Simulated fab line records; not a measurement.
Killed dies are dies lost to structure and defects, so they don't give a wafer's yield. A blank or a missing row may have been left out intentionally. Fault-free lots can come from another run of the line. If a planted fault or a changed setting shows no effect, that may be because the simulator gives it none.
fab line records	flow rit-cmos
record lots=6	wafers=18	last-day=7
route steps=202 shown CONTACT@177 M1@184
lots with no fault: from the same line, run without faults
start-h: hours from the record's opening day to when the first of the lot's shown wafers began	wait-h: hours since the lot's step before	" the same as in the row above	L1.1+2: a row that stands for several wafers	- either no value or no given start	* or withheld: withheld	< > ~ a bound
route shown NAME@n: names a module that has steps shown in the file, with the first one's number in the route	usual: mean/standard deviation of fault-free wafers	same: alike in all rows	chamber/n: place in a boat	sites: the reading at each site	_std_site: the values' standard deviation	_edge_site: mean of outer sites minus mean of inner sites	radius-mm: for every site, how far away it sits from the centre of the wafer	mask NAME#n: copy n	behind: the tool/chamber that last shaped the wafer	hold: the reason the lot was held/the length of the hold in hours/how it ended	device: the transistor (n, p or np) that didn't switch	end of line: the same wafers' tests at the end of the route	step lacking rows: just its recipe	killed: not the wafer's yield, but the dies lost to structure and defects at the first sort	map: dies across one wafer; x = killed, . = not, _ = none there
set.NAME: the run value of the setting; set.NAME@STEP: its run value at that earlier step	model.NAME: the simulator's own value behind a step, which no gauge read
lots at some steps of the route; a table a step, a row a wafer
services: when a tool's chamber went out of use (start-h, in hours from the record's first day, below 0 if earlier), for how many hours, and the reason
## steps
# step RIT_CONTACT_OVL_MEAS_09
# usual CONTACT_OVL=-1.7/1.3
lot.wafer	tool	chamber	start-h	wait-h	CONTACT_OVL[nm]
L482.1	overlay-02	-	52.48	0.1	1.1
L482.2	"	-	"	"	-0.7
L482.6	"	-	"	"	-1.1
L486.3	overlay-02	-	72.60	0.1	-2.1
L486.4	"	-	"	"	-2.4
L486.5	"	-	"	"	-2.8
L495.1	overlay-02	-	116.61	0.1	-3.3
L495.4	"	-	"	"	-2.1
L495.6	"	-	"	"	-1.4
L496.1	overlay-02	-	120.97	0.1	-1.2
L496.2	"	-	"	"	-2.8
L496.6	"	-	"	"	-0.5
L502.2	overlay-01	-	154.38	0.1	-2.7
L502.4	"	-	"	"	-2.1
L502.6	"	-	"	"	-0.1
L505.1	overlay-02	-	166.21	0.1	-3.2
L505.3	"	-	"	"	0.2
L505.6	"	-	"	"	-1.4
# step RIT_CONTACT_HARDBAKE_10
# recipe resist=NOVOLAK	temp-c=140	time-s=60
# step RIT_CONTACT_ETCH_11
# recipe target-depth-a=4800	over-etch-frac=0.2	stop-on=TiSi2	chemistry=CHF3/CF4/Ar	target=SiO2	CHF3_flow_sccm=50	cf4-flow-sccm=10	Ar_flow_sccm=100	O2_flow_sccm=5	pressure-mtorr=100	rf-w=200	time-s=320
# usual drypump-motor-current-A=5.7/0.5	oes-product-au=0.998/0.017	throttle-valve-pct=8.87/0.097
lot.wafer	tool	chamber	start-h	wait-h	drypump-motor-current-A	oes-product-au	rf-hours-counter-h	throttle-valve-pct
L482.1	rie-diel-03	3	52.67	0.1	5.9	1.009	132	8.65
L482.2	"	0	"	"	5.2	1.000	53	8.92
L482.6	"	2	"	"	6.1	0.972	-	8.85
L486.3	rie-diel-02	3	72.77	0.1	6.3	0.976	163	9.02
L486.4	"	0	"	"	5.3	0.993	30	8.92
L486.5	"	2	"	"	6.4	1.011	-	8.76
L495.1	rie-diel-03	2	116.80	0.1	6.1	0.964	13	8.85
L495.4	"	1	"	"	5.4	1.017	-	8.82
L495.6	"	0	"	"	5.2	0.998	-	8.92
L496.1	rie-diel-02	3	121.15	0.1	6.3	0.985	0	9.03
L496.2	"	0	"	"	5.3	0.999	31	8.93
L496.6	"	0	"	"	5.3	0.995	-	8.93
L502.2	rie-diel-02	3	154.56	0.1	6.3	0.993	1	9.02
L502.4	"	1	"	"	5.7	1.033	142	8.84
L502.6	"	2	"	"	6.4	1.011	-	8.77
L505.1	rie-diel-02	3	166.40	0.1	6.4	0.993	1	9.02
L505.3	"	2	"	"	6.4	1.016	39	8.76
L505.6	"	1	"	"	5.7	1.018	-	8.83
# step RIT_CONTACT_STRIP_12
# recipe chemistry=O2	time-s=180	resist=NOVOLAK	platen-temp-c=withheld	power-w=500	pressure-mtorr=4000	o2-flow-sccm=4000
# usual drypump-motor-current-A=6.08/0.25
lot.wafer	tool	chamber	start-h	wait-h	drypump-motor-current-A	rf-hours-counter-h
L482.1	plasma-asher-03	0	52.86	0.1	6.37	44
L482.2	"	1	"	"	5.77	44
L482.6	"	1	"	"	5.78	-
L486.3	plasma-asher-03	0	73.03	0.2	6.33	-
L486.4	"	1	"	"	5.78	-
L486.5	"	1	"	"	5.77	-
L495.1	plasma-asher-04	1	116.99	0.1	6.56	32
L495.4	"	1	"	"	6.58	-
L495.6	"	1	"	"	6.59	-
L496.1	plasma-asher-04	0	121.35	0.1	5.90	32
L496.2	"	1	"	"	6.56	32
L496.6	"	1	"	"	6.60	-
L502.2	plasma-asher-01	0	154.75	0.1	6.08	50
L502.4	"	0	"	"	6.07	-
L502.6	"	1	"	"	6.05	-
L505.1	plasma-asher-01	1	166.59	0.1	6.02	51
L505.3	"	1	"	"	6.03	-
L505.6	"	0	"	"	6.11	-
# step RIT_CONTACT_CD_MEAS_90
# recipe target-cd-nm=1000
# usual cd-nm=999.6/2.4
lot.wafer	tool	chamber	start-h	wait-h	cd-nm
L482.1	cd-sem-01	-	53.04	0.1	1002.1
L482.2	"	-	"	"	1002.8
L482.6	"	-	"	"	1002.6
L486.3	cd-sem-02	-	73.18	0.1	998.4
L486.4	"	-	"	"	997.7
L486.5	"	-	"	"	997.2
L495.1	cd-sem-02	-	117.17	0.1	997.8
L495.4	"	-	"	"	999.1
L495.6	"	-	"	"	996.2
L496.1	cd-sem-01	-	121.52	0.1	1002.8
L496.2	"	-	"	"	1003.3
L496.6	"	-	"	"	1003.2
L502.2	cd-sem-01	-	154.95	0.1	1000.7
L502.4	"	-	"	"	1001.1
L502.6	"	-	"	"	1001.7
L505.1	cd-sem-01	-	166.77	0.1	1003.3
L505.3	"	-	"	"	1002.8
L505.6	"	-	"	"	1001.5
# step RIT_CONTACT_CLEAN_13
# recipe chemistry=SC1	mix=3:3:50	time-s=600	temp-c=75
# step RIT_CONTACT_CLEAN_14
# recipe chemistry=SC2	mix=3:3:50	time-s=600	temp-c=75	dry=n2-spin
# step RIT_M1_SPUTTER_00
# recipe material=Al	target-thk-nm=400	power-w=2000	chamber-pressure-pa=0.4	gas=Ar	time-s=500	substrate-temp-c=25
# usual throttle-valve-pct=30.0/1.1
lot.wafer	tool	chamber	start-h	wait-h	throttle-valve-pct
L482.1	pvd-sputter-01	-	53.51	0.0	29.7
L482.2	"	-	"	"	30.3
L482.6	"	-	"	"	29.9
L486.3	pvd-sputter-03	-	73.64	0.0	32.4
L486.4	"	-	"	"	29.5
L486.5	"	-	"	"	29.6
L495.1	pvd-sputter-03	-	117.65	0.0	30.1
L495.4	"	-	"	"	28.6
L495.6	"	-	"	"	30.3
L496.1	pvd-sputter-01	-	121.99	0.0	30.4
L496.2	"	-	"	"	29.6
L496.6	"	-	"	"	29.9
L502.2	pvd-sputter-01	-	155.42	0.0	30.3
L502.4	"	-	"	"	28.7
L502.6	"	-	"	"	30.0
L505.1	pvd-sputter-02	-	167.26	0.0	29.3
L505.3	"	-	"	"	28.8
L505.6	"	-	"	"	31.9
# step RIT_M1_RS_MEAS_01
# recipe thk-meas-gauge=four-point-probe	reads=Al_of_M1_SPUTTER_00
# usual M1_AL_RS=0.0732/0.00083
lot.wafer	tool	chamber	start-h	wait-h	M1_AL_RS[ohm/sq]
L482.1	film-metro-02	-	53.80	0.1	0.0727
L482.2	"	-	"	"	0.0718
L482.6	"	-	"	"	0.0729
L486.3	film-metro-03	-	73.98	0.2	0.0717
L486.4	"	-	"	"	0.0724
L486.5	"	-	"	"	0.0725
L495.1	film-metro-01	-	117.95	0.1	0.0720
L495.4	"	-	"	"	0.0712
L495.6	"	-	"	"	0.0716
L496.1	film-metro-03	-	122.29	0.1	0.0728
L496.2	"	-	"	"	0.0736
L496.6	"	-	"	"	0.0742
L502.2	film-metro-01	-	155.73	0.2	0.0723
L502.4	"	-	"	"	0.0731
L502.6	"	-	"	"	0.0720
L505.1	film-metro-01	-	167.55	0.1	0.0731
L505.3	"	-	"	"	0.0733
L505.6	"	-	"	"	0.0734
# step RIT_M1_THK_MEAS_02
# recipe thk-meas-gauge=xrf	reads=Al_of_M1_SPUTTER_00
# usual M1_AL_THK=400/5.1
lot.wafer	tool	chamber	start-h	wait-h	M1_AL_THK[nm]
L482.1	film-metro-02	-	53.92	0.1	404
L482.2	"	-	"	"	410
L482.6	"	-	"	"	405
L486.3	film-metro-03	-	74.08	0.1	405
L486.4	"	-	"	"	401
L486.5	"	-	"	"	401
L495.1	film-metro-01	-	118.07	0.1	405
L495.4	"	-	"	"	409
L495.6	"	-	"	"	410
L496.1	film-metro-03	-	122.41	0.1	402
L496.2	"	-	"	"	395
L496.6	"	-	"	"	393
L502.2	film-metro-01	-	155.84	0.1	404
L502.4	"	-	"	"	403
L502.6	"	-	"	"	406
L505.1	film-metro-01	-	167.67	0.1	400
L505.3	"	-	"	"	400
L505.6	"	-	"	"	402
# step RIT_M1_HMDS_03
# recipe prime-time-s=60	prime-temp-c=140
# step RIT_M1_COAT_04
# recipe resist=NOVOLAK	spin-rpm=2000	resist-thk-nm=1300
# step RIT_M1_SOFTBAKE_05
# recipe resist=NOVOLAK	temp-c=90	time-s=60
# usual exhaust-pa=44.9/0.82	run-length-s=89.25/0.17
lot.wafer	tool	chamber	start-h	wait-h	exhaust-pa	run-length-s
L482.1	litho-track-02	0	54.28	0.1	43.3	88.97
L482.2	"	0	"	"	45.7	89.05
L482.6	"	0	"	"	44.3	89.03
L486.3	litho-track-03	0	74.47	0.1	45.4	89.41
L486.4	"	0	"	"	46.8	89.29
L486.5	"	0	"	"	45.6	89.39
L495.1	litho-track-03	0	118.43	0.1	45.3	97.48
L495.4	"	0	"	"	45.1	97.52
L495.6	"	0	"	"	45.8	97.45
L496.1	litho-track-03	0	122.77	0.1	44.0	97.54
L496.2	"	0	"	"	44.9	97.72
L496.6	"	0	"	"	44.7	97.69
L502.2	litho-track-02	0	156.21	0.1	44.1	88.99
L502.4	"	0	"	"	43.0	88.95
L502.6	"	0	"	"	44.7	89.29
L505.1	litho-track-02	0	168.03	0.1	45.5	89.13
L505.3	"	0	"	"	45.9	89.00
L505.6	"	0	"	"	44.7	89.07
# step RIT_M1_EXPOSE_06
# recipe mask-id=M12	na=0.6	source-shape=conventional	sigma-outer=0.5	target-cd-nm=2600	dose-mj=250
# step RIT_M1_PROBE_99
# usual defect-limited-yield=97.5/1.1	killed-at-contacts=0.1/0.28	killed-at-front-end=6.5/3	killed-dies=7/3	killed-open=3.2/2	killed-short=3.2/1.9	sort_bin_3_pad_short=0.1/0.2	sort_bin_5_function=1.4/0.81	sort_bin_6_memory=1.0/0.67	sort-n-pass=257/3	sort-yield-pct=97.5/1.1
# same gross-dies=264	killed_at_M0_to_M3=0	killed_at_M4_up=0	killed-at-back-side=0	killed-at-other=0
lot.wafer	tool	chamber	start-h	wait-h	defect-limited-yield[%]	killed-at-contacts	killed-at-front-end	killed-dies	killed-open	killed-short	sort_bin_3_pad_short[%]	sort_bin_5_function[%]	sort_bin_6_memory[%]	sort-n-pass	sort-yield-pct[%]
L482.1	prober-01	-	58.82	0.1	98.5	0	4	4	3	1	0	0.8	0.8	260	98.5
L482.2	prober-01	-	58.87	0.1	97.7	0	6	6	2	4	0	1.5	0.8	258	97.7
L482.6	prober-01	-	59.07	0.2	97.3	0	7	7	3	4	0.4	1.1	1.1	257	97.3
L486.3	prober-01	-	77.76	0.2	98.9	0	3	3	3	0	0	0.8	0.4	261	98.9
L486.4	prober-01	-	77.81	0.2	94.3	0	15	15	9	6	0	4.2	1.5	249	94.3
L486.5	prober-01	-	77.86	0.2	97.3	0	7	7	3	4	0	1.9	0.8	257	97.3
L495.1	prober-02	-	121.81	0.1	98.1	0	5	5	4	1	0	0.8	1.1	259	98.1
L495.4	prober-02	-	121.96	0.2	97.7	0	6	6	2	4	0	1.5	0.8	258	97.7
L495.6	prober-02	-	122.06	0.2	98.9	0	3	3	2	1	0	0.8	0.4	261	98.9
L496.1	prober-01	-	126.13	0.1	98.1	0	5	5	2	2	0	1.5	0.4	259	98.1
L496.2	prober-01	-	126.18	0.1	99.2	1	1	2	1	1	0	0.8	0	262	99.2
L496.6	prober-01	-	126.38	0.2	99.6	0	1	1	0	1	0	0.4	0	263	99.6
L502.2	prober-01	-	160.11	0.1	98.9	0	3	3	0	3	0	0.8	0.4	261	98.9
L502.4	prober-01	-	160.21	0.2	98.1	1	4	5	0	5	0	1.1	0.8	259	98.1
L502.6	prober-01	-	160.31	0.2	96.2	0	10	10	7	3	0	2.7	1.1	254	96.2
L505.1	prober-02	-	171.41	0.1	97.7	0	6	6	4	2	0	1.1	1.1	258	97.7
L505.3	prober-02	-	171.51	0.2	94.7	0	14	14	10	4	0	2.7	2.7	250	94.7
L505.6	prober-02	-	171.66	0.2	98.5	0	4	4	3	1	0	0.4	1.1	260	98.5
# killed by level:class
L482.1 SILICIDE:geometric-particle:open=2 REOX:geometric-particle:short=1 SPACER:geometric-particle:open=1
L482.2 SILICIDE:geometric-particle:short=2 FOX1:geometric-particle:short=1 GATE:geometric-particle:short=1 SPACER:geometric-particle:open=1 SILICIDE:geometric-particle:open=1
L482.6 FOX2:geometric-particle:short=3 FOX1:geometric-particle:open=1 FOX1:geometric-particle:short=1 FOX2:geometric-particle:open=1 GATE:geometric-particle:open=1
L486.3 GATE:geometric-particle:open=1 REOX:geometric-particle:open=1 SPACER:geometric-particle:open=1
L486.4 GATE:geometric-particle:open=4 REOX:geometric-particle:open=3 GATE:geometric-particle:short=2 SILICIDE:geometric-particle:open=2 FOX1:geometric-particle:short=1 REOX:geometric-particle:short=1 SPACER:geometric-particle:short=1 SILICIDE:geometric-particle:short=1
L486.5 FOX1:geometric-particle:short=1 GATE:geometric-particle:short=1 GATE:geometric-particle:open=1 REOX:geometric-particle:short=1 REOX:geometric-particle:open=1 SILICIDE:geometric-particle:open=1 SILICIDE:geometric-particle:short=1
L495.1 GATE:geometric-particle:open=3 FOX1:geometric-particle:open=1 GATE:geometric-particle:short=1
L495.4 GATE:geometric-particle:open=2 SPACER:geometric-particle:short=2 FOX1:geometric-particle:short=1 REOX:geometric-particle:short=1
L495.6 ACTIVE:geometric-particle:short=1 FOX1:geometric-particle:open=1 SILICIDE:geometric-particle:open=1
L496.1 GATE:geometric-particle:open=2 FOX2:geometric-particle:short=1 GATE:geometric-particle:short=1 NLDD:coat-microbubble-printed=1
L496.2 FOX2:geometric-particle:short=1 CONTACT:geometric-particle:open=1
L496.6 FOX1:geometric-particle:short=1
L502.2 REOX:geometric-particle:short=2 FOX1:geometric-particle:short=1
L502.4 GATE:geometric-particle:short=2 FOX1:geometric-particle:short=1 SPACER:geometric-particle:short=1 CONTACT:geometric-particle:short=1
L502.6 GATE:geometric-particle:open=3 FOX1:geometric-particle:open=2 GATE:geometric-particle:short=2 SPACER:geometric-particle:open=2 SPACER:geometric-particle:short=1
L505.1 GATE:geometric-particle:open=3 GATE:geometric-particle:short=2 FOX2:geometric-particle:open=1
L505.3 REOX:geometric-particle:open=4 FOX2:geometric-particle:open=3 FOX1:geometric-particle:short=2 GATE:geometric-particle:open=2 GATE:geometric-particle:short=2 SPACER:geometric-particle:open=1
L505.6 GATE:geometric-particle:open=2 GATE:geometric-particle:short=1 SPACER:geometric-particle:open=1
## services
tool	chamber	start-h	hours	kind
rie-diel-02	0	35.11	6.2	repair
pvd-sputter-03	-	59.24	2.6	repair
plasma-asher-04	-	78.37	17.6	repair
rie-diel-02	3	83.26	-	clean
rie-diel-02	3	83.26	29.2	scheduled-down
rie-diel-02	3	83.26	29.2	vent-cycle
rie-diel-03	-	90.50	2.8	pm
rie-diel-03	-	94.52	0.1	repair
plasma-asher-03	-	108.75	9.0	pm
plasma-asher-03	0	108.75	9.0	vent-cycle
plasma-asher-03	1	108.75	9.0	vent-cycle
pvd-sputter-02	-	114.71	4.2	repair
rie-diel-03	3	116.70	11.5	repair
plasma-asher-03	0	117.75	-	clean
plasma-asher-03	1	117.75	-	clean
plasma-asher-01	-	122.12	4.2	pm
pvd-sputter-03	-	145.52	5.8	repair
pvd-sputter-03	-	156.37	2.7	repair
plasma-asher-04	-	160.67	3.1	repair
rie-diel-03	2	162.88	7.7	repair
## key
first-sign step=RIT_M1_SOFTBAKE_05	reading=run-length-s	direction=up	sigmas=49	usual=*	struck=*
effect none on later readings
met-at RIT_M1_SOFTBAKE_05
struck-wafers L495.1,L495.4,L495.6,L496.1,L496.2,L496.6
onset-between 74.47 118.43
fault kind=process-parameter-drift	tool=litho-track-03	chamber=-	onset-h=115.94	steps=RIT_M1_SOFTBAKE_05	channel=time-s	offset=*	shape=step	end-h=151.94	acts-in=*	stated=*
